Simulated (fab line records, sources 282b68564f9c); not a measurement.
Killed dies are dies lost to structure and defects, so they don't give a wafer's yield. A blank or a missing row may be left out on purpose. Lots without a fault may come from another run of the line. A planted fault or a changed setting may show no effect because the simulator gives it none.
fab line records | flow rit_cmos
record lots=6 wafers=18 last_day=6
route steps=202 shown NSD@131 PSD@142 M1@202
lots that met no fault: from a run of the same line without faults
start_h: hours from the record's first day to the start of the lot's first wafer shown | wait_h: hours since the lot's step before | " the same as in the row above | L1.1+2: a row that stands for several wafers | - no value, or no start given | * or withheld: withheld | < > ~ a bound
route shown NAME@n: a module of which the file shows steps, and the number in the route of the first | usual: mean/standard deviation of fault-free wafers | same: alike in all rows | chamber/n: place in a boat | sites: the reading at each site | _std_site: their standard deviation | _edge_site: outer sites' mean less inner sites' | radius_mm: how far each site lies from the wafer's centre | mask NAME#n: copy n | behind: the tool/chamber that last shaped the wafer | hold: why the lot was held/for how many hours/how that ended | device: the transistor (n, p or np) that didn't switch | end of line: the same wafers' tests at the end of the route | a step without rows: its recipe alone | killed: dies lost to structure and defects at the first sort, not the wafer's yield | map: a wafer's dies, x killed, . not, _ none there
set.NAME: the setting as run; set.NAME@STEP: as run at that earlier step | model.NAME: the simulator's own value behind a step, which no gauge read
lots at some steps of the route; a table a step, a row a wafer
services: from which hour (start_h, from the record's first day; less than 0 if before it) a tool's chamber was out of use, for how many hours, and why
## steps
# step RIT_NSD_HMDS_00
# recipe prime_time_s=60 prime_temp_c=140
# step RIT_NSD_COAT_01
# recipe resist=NOVOLAK spin_rpm=3292 resist_thk_nm=1000
# step RIT_NSD_SOFTBAKE_02
# recipe resist=NOVOLAK temp_c=90 time_s=60
# step RIT_NSD_EXPOSE_03
# recipe mask_id=M9 na=0.57 target_cd_nm=40700 dose_mj=250
# step RIT_NSD_PEB_04
# recipe resist=NOVOLAK temp_c=withheld time_s=withheld
# step RIT_NSD_DEVELOP_05
# recipe resist=NOVOLAK develop_time_s=50 dev_temp_c=23
# step RIT_NSD_OVL_MEAS_06
# usual NSD_OVL=-1.5/1.4
# columns lot.wafer tool chamber start_h wait_h NSD_OVL[nm]
L795.1 overlay-01 - 76.17 - -1.1
L795.5 " - " " -1.1
L795.6 " - " " -2.2
L796.1 overlay-01 - 78.33 - 0.2
L796.3 " - " " -1.7
L796.6 " - " " -2.2
L800.1 overlay-02 - 93.78 - -3.1
L800.3 " - " " -2.5
L800.5 " - " " -3.0
L801.1 overlay-02 - 100.88 - -0.7
L801.2 " - " " -2.2
L801.6 " - " " -2.8
L802.1 overlay-01 - 103.57 - 0.2
L802.4 " - " " -0.7
L802.6 " - " " 0.8
L807.1 overlay-02 - 128.01 - -4.5
L807.3 " - " " -1.6
L807.4 " - " " -2.3
# step RIT_NSD_HARDBAKE_07
# recipe resist=NOVOLAK temp_c=140.4 time_s=60
# step RIT_NSD_IMPLANT_08
# recipe species=P energy_kev=25 dose_cm2=1e+15 tilt_deg=7
# step RIT_NSD_STRIP_09
# recipe chemistry=O2 time_s=180 resist=NOVOLAK platen_temp_c=withheld power_w=500 pressure_mtorr=4000 o2_flow_sccm=4000
# usual drypump_motor_current_A=5.8/0.62
# columns lot.wafer tool chamber start_h wait_h drypump_motor_current_A rf_hours_counter_h
L795.1 plasma_asher-01 1 76.50 0.1 5.9 44
L795.5 " 0 " " 6.6 -
L795.6 " 1 " " 5.9 -
L796.1 plasma_asher-01 1 78.67 0.1 5.9 44
L796.3 " 0 " " 6.7 -
L796.6 " 0 " " 6.6 -
L800.1 plasma_asher-03 1 94.12 0.1 6.2 43
L800.3 " 1 " " 6.2 -
L800.5 " 1 " " 6.2 -
L801.1 plasma_asher-03 1 101.22 0.1 6.2 43
L801.2 " 0 " " 4.9 43
L801.6 " 0 " " 4.9 -
L802.1 plasma_asher-03 0 103.92 0.1 4.9 44
L802.4 " 0 " " 4.9 -
L802.6 " 0 " " 4.9 -
L807.1 plasma_asher-04 1 128.35 0.1 5.3 35
L807.3 " 1 " " 5.3 -
L807.4 " 0 " " 5.7 -
# step RIT_NSD_TW_MEAS_10
# usual NSD_TW=3088/16
# columns lot.wafer tool chamber start_h wait_h NSD_TW
L795.1 film_metro-02 - 76.68 0.1 3062
L795.5 " - " " 3092
L795.6 " - " " 3074
L796.1 film_metro-04 - 78.84 0.1 3072
L796.3 " - " " 3096
L796.6 " - " " 3087
L800.1 film_metro-01 - 94.29 0.1 3087
L800.3 " - " " 3085
L800.5 " - " " 3101
L801.1 film_metro-02 - 101.39 0.1 3086
L801.2 " - " " 3093
L801.6 " - " " 3071
L802.1 film_metro-01 - 104.09 0.1 3095
L802.4 " - " " 3092
L802.6 " - " " 3089
L807.1 film_metro-01 - 128.52 0.1 3083
L807.3 " - " " 3073
L807.4 " - " " 3091
# step RIT_PSD_HMDS_00
# recipe prime_time_s=60 prime_temp_c=140
# step RIT_PSD_COAT_01
# recipe resist=NOVOLAK spin_rpm=3250 resist_thk_nm=1000
# usual spin_speed_rpm=3250.3/2.1
# columns lot.wafer tool chamber start_h wait_h spin_speed_rpm model.NOVOLAK_of_PSD_COAT_01.thk_nm
L795.1 litho_track-01 0 76.89 0.1 3251.1 1001
L795.5 " 0 " " 3249.0 1003
L795.6 " 0 " " 3249.9 1001
L796.1 litho_track-04 0 79.05 0.1 3252.8 994.2
L796.3 " 0 " " 3250.0 998
L796.6 " 0 " " 3247.7 995.3
L800.1 litho_track-04 0 94.50 0.1 3333.1 987.6
L800.3 " 0 " " 3336.3 984.7
L800.5 " 0 " " 3336.2 986.5
L801.1 litho_track-04 0 101.60 0.1 3330.6 984.2
L801.2 " 0 " " 3336.4 981
L801.6 " 0 " " 3335.4 982.2
L802.1 litho_track-03 0 104.30 0.1 3249.8 999.7
L802.4 " 0 " " 3251.8 1001
L802.6 " 0 " " 3251.7 1001
L807.1 litho_track-03 0 128.73 0.1 3250.8 998.4
L807.3 " 0 " " 3249.8 995
L807.4 " 0 " " 3247.7 1005
# step RIT_PSD_SOFTBAKE_02
# recipe resist=NOVOLAK temp_c=90 time_s=60
# step RIT_PSD_EXPOSE_03
# recipe mask_id=M10 na=0.57 target_cd_nm=40900 dose_mj=250
# step RIT_PSD_PEB_04
# recipe resist=NOVOLAK temp_c=withheld time_s=withheld
# step RIT_PSD_DEVELOP_05
# recipe resist=NOVOLAK develop_time_s=50 dev_temp_c=23
# step RIT_PSD_OVL_MEAS_06
# usual PSD_OVL=0.3/1.6
# columns lot.wafer tool chamber start_h wait_h PSD_OVL[nm]
L795.1 overlay-01 - 77.71 - 1.0
L795.5 " - " " 1.4
L795.6 " - " " 0.6
L796.1 overlay-02 - 79.75 - 0.4
L796.3 " - " " 0.7
L796.6 " - " " -0.6
L800.1 overlay-01 - 95.33 - 1.2
L800.3 " - " " 1.7
L800.5 " - " " 0.6
L801.1 overlay-02 - 102.44 - -1.5
L801.2 " - " " -1.4
L801.6 " - " " -0.9
L802.1 overlay-02 - 105.13 - 1.6
L802.4 " - " " 0.4
L802.6 " - " " -1.4
L807.1 overlay-01 - 129.43 - 1.7
L807.3 " - " " 1.6
L807.4 " - " " 1.8
# step RIT_PSD_HARDBAKE_07
# recipe resist=NOVOLAK temp_c=140 time_s=60
# columns lot.wafer tool chamber start_h wait_h model.NOVOLAK_of_PSD_COAT_01.thk_nm
L795.1 litho_track-04 0 77.75 0.0 884.3
L795.5 " 0 " " 886.4
L795.6 " 0 " " 884.9
L796.1 litho_track-04 0 79.79 0.0 878.6
L796.3 " 0 " " 882
L796.6 " 0 " " 879.6
L800.1 litho_track-03 0 95.36 0.0 872.9
L800.3 " 0 " " 870.4
L800.5 " 0 " " 872
L801.1 litho_track-04 0 102.47 0.0 869.9
L801.2 " 0 " " 867.2
L801.6 " 0 " " 868.2
L802.1 litho_track-01 0 105.16 0.0 883.5
L802.4 " 0 " " 885
L802.6 " 0 " " 884.7
L807.1 litho_track-03 0 129.47 0.0 882.4
L807.3 " 0 " " 879.4
L807.4 " 0 " " 888.4
# step RIT_PSD_IMPLANT_08
# recipe species=BF2 energy_kev=27.24 dose_cm2=5e+15 tilt_deg=7
# step RIT_M1_PROBE_99
# usual killed_at_M0_to_M3=0.0/0.2 killed_at_contacts=0.2/0.38 killed_at_front_end=6.7/3 killed_dies=6.9/3 killed_open=3.5/1.9 killed_short=3.3/2
# same gross_dies=264 killed_at_M4_up=0 killed_at_back_side=0 killed_at_other=0
# columns lot.wafer tool chamber start_h wait_h killed_at_M0_to_M3 killed_at_contacts killed_at_front_end killed_dies killed_open killed_short
L795.1 prober-01 - 86.61 0.1 0 0 5 5 2 3
L795.5 prober-01 - 86.81 0.2 0 0 10 10 5 5
L795.6 prober-01 - 86.86 0.2 0 0 4 4 2 2
L796.1 prober-02 - 88.98 0.1 0 0 6 6 4 2
L796.3 prober-02 - 89.08 0.2 0 0 6 6 3 3
L796.6 prober-02 - 89.23 0.2 0 1 6 7 5 2
L800.1 prober-02 - 103.77 0.1 0 0 11 11 4 7
L800.3 prober-02 - 103.87 0.2 0 0 9 9 3 6
L800.5 prober-02 - 103.97 0.2 0 0 6 6 2 4
L801.1 prober-01 - 111.24 0.1 0 0 13 13 5 8
L801.2 prober-01 - 111.29 0.1 0 0 5 5 3 2
L801.6 prober-01 - 111.49 0.2 0 0 5 5 4 1
L807.1 prober-01 - 138.67 0.1 0 0 13 13 7 6
L807.3 prober-01 - 138.77 0.2 0 0 6 6 3 3
L807.4 prober-01 - 138.82 0.2 0 0 12 12 3 9
# killed by level:class
L795.1 FOX2:geometric_particle:short=2 FOX2:geometric_particle:open=1 REOX:geometric_particle:open=1 SILICIDE:geometric_particle:short=1
L795.5 GATE:geometric_particle:open=3 FOX1:geometric_particle:short=1 GATE:geometric_particle:short=1 REOX:geometric_particle:short=1 SPACER:geometric_particle:short=1 SPACER:geometric_particle:open=1 SILICIDE:geometric_particle:short=1 SILICIDE:geometric_particle:open=1
L795.6 SPACER:geometric_particle:short=2 FOX1:geometric_particle:open=1 GATE:geometric_particle:open=1
L796.1 FOX2:geometric_particle:open=2 GATE:geometric_particle:short=2 FOX1:geometric_particle:open=1 GATE:geometric_particle:open=1
L796.3 GATE:geometric_particle:open=2 FOX1:geometric_particle:short=1 FOX2:geometric_particle:open=1 REOX:geometric_particle:short=1 SPACER:geometric_particle:short=1
L796.6 FOX1:geometric_particle:open=2 FOX2:geometric_particle:open=1 FOX2:geometric_particle:short=1 GATE:geometric_particle:open=1 SPACER:geometric_particle:open=1 CONTACT:geometric_particle:short=1
L800.1 GATE:geometric_particle:short=3 GATE:geometric_particle:open=3 SPACER:geometric_particle:short=3 FOX1:geometric_particle:open=1 REOX:geometric_particle:short=1
L800.3 GATE:geometric_particle:short=4 GATE:geometric_particle:open=2 FOX1:geometric_particle:short=1 SILICIDE:geometric_particle:short=1 SILICIDE:geometric_particle:open=1
L800.5 GATE:geometric_particle:short=2 SPACER:geometric_particle:short=2 FOX1:geometric_particle:open=1 GATE:geometric_particle:open=1
L801.1 SILICIDE:geometric_particle:short=4 FOX2:geometric_particle:open=2 GATE:geometric_particle:short=2 FOX1:geometric_particle:open=1 FOX1:geometric_particle:short=1 GATE:geometric_particle:open=1 SPACER:geometric_particle:short=1 SILICIDE:geometric_particle:open=1
L801.2 FOX1:geometric_particle:open=1 GATE:geometric_particle:short=1 SPACER:geometric_particle:open=1 SPACER:geometric_particle:short=1 SILICIDE:geometric_particle:open=1
L801.6 REOX:geometric_particle:open=2 SPACER:geometric_particle:open=1 SILICIDE:geometric_particle:short=1 SILICIDE:geometric_particle:open=1
L807.1 GATE:geometric_particle:open=5 GATE:geometric_particle:short=5 FOX1:geometric_particle:open=1 FOX2:geometric_particle:open=1 REOX:geometric_particle:short=1
L807.3 GATE:geometric_particle:open=1 GATE:geometric_particle:short=1 REOX:geometric_particle:open=1 REOX:geometric_particle:short=1 SPACER:geometric_particle:open=1 SILICIDE:geometric_particle:short=1
L807.4 GATE:geometric_particle:short=3 GATE:geometric_particle:open=3 SPACER:geometric_particle:short=3 SILICIDE:geometric_particle:short=2 REOX:geometric_particle:short=1
## services
# columns tool chamber start_h hours kind
plasma_asher-04 - 56.96 2.5 repair
plasma_asher-01 - 108.75 9.0 pm
plasma_asher-01 0 108.75 9.0 vent_cycle
plasma_asher-01 1 108.75 9.0 vent_cycle
plasma_asher-01 0 117.75 - clean
plasma_asher-01 1 117.75 - clean
## key
first_sign step=RIT_PSD_COAT_01 reading=spin_speed_rpm direction=up sigmas=39 usual=3250.3 struck=3334.7
effect none on later readings
model_effect step=RIT_PSD_COAT_01 value=NOVOLAK_of_PSD_COAT_01.thk_nm without=997.3 struck=984.4
model_effect step=RIT_PSD_HARDBAKE_07 value=NOVOLAK_of_PSD_COAT_01.thk_nm without=881.4 struck=870.1
met_at RIT_PSD_COAT_01
struck_wafers L800.1,L800.3,L800.5,L801.1,L801.2,L801.6
tester_left_out L800,L801
onset_between 79.05 94.50
fault kind=process_parameter_drift tool=litho_track-04 chamber=- onset_h=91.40 steps=RIT_PSD_COAT_01 channel=spin_rpm offset=85.713 shape=step end_h=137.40 acts_in=these_recipes_only stated=3250
# tester_left_out: of these lots the tester's yield and bins aren't shown, on N5 and GAA mostly nor the transistor test; their killed dies are dies lost to structure and defects alone, not to doping, threshold or leakage, so they don't give the yield
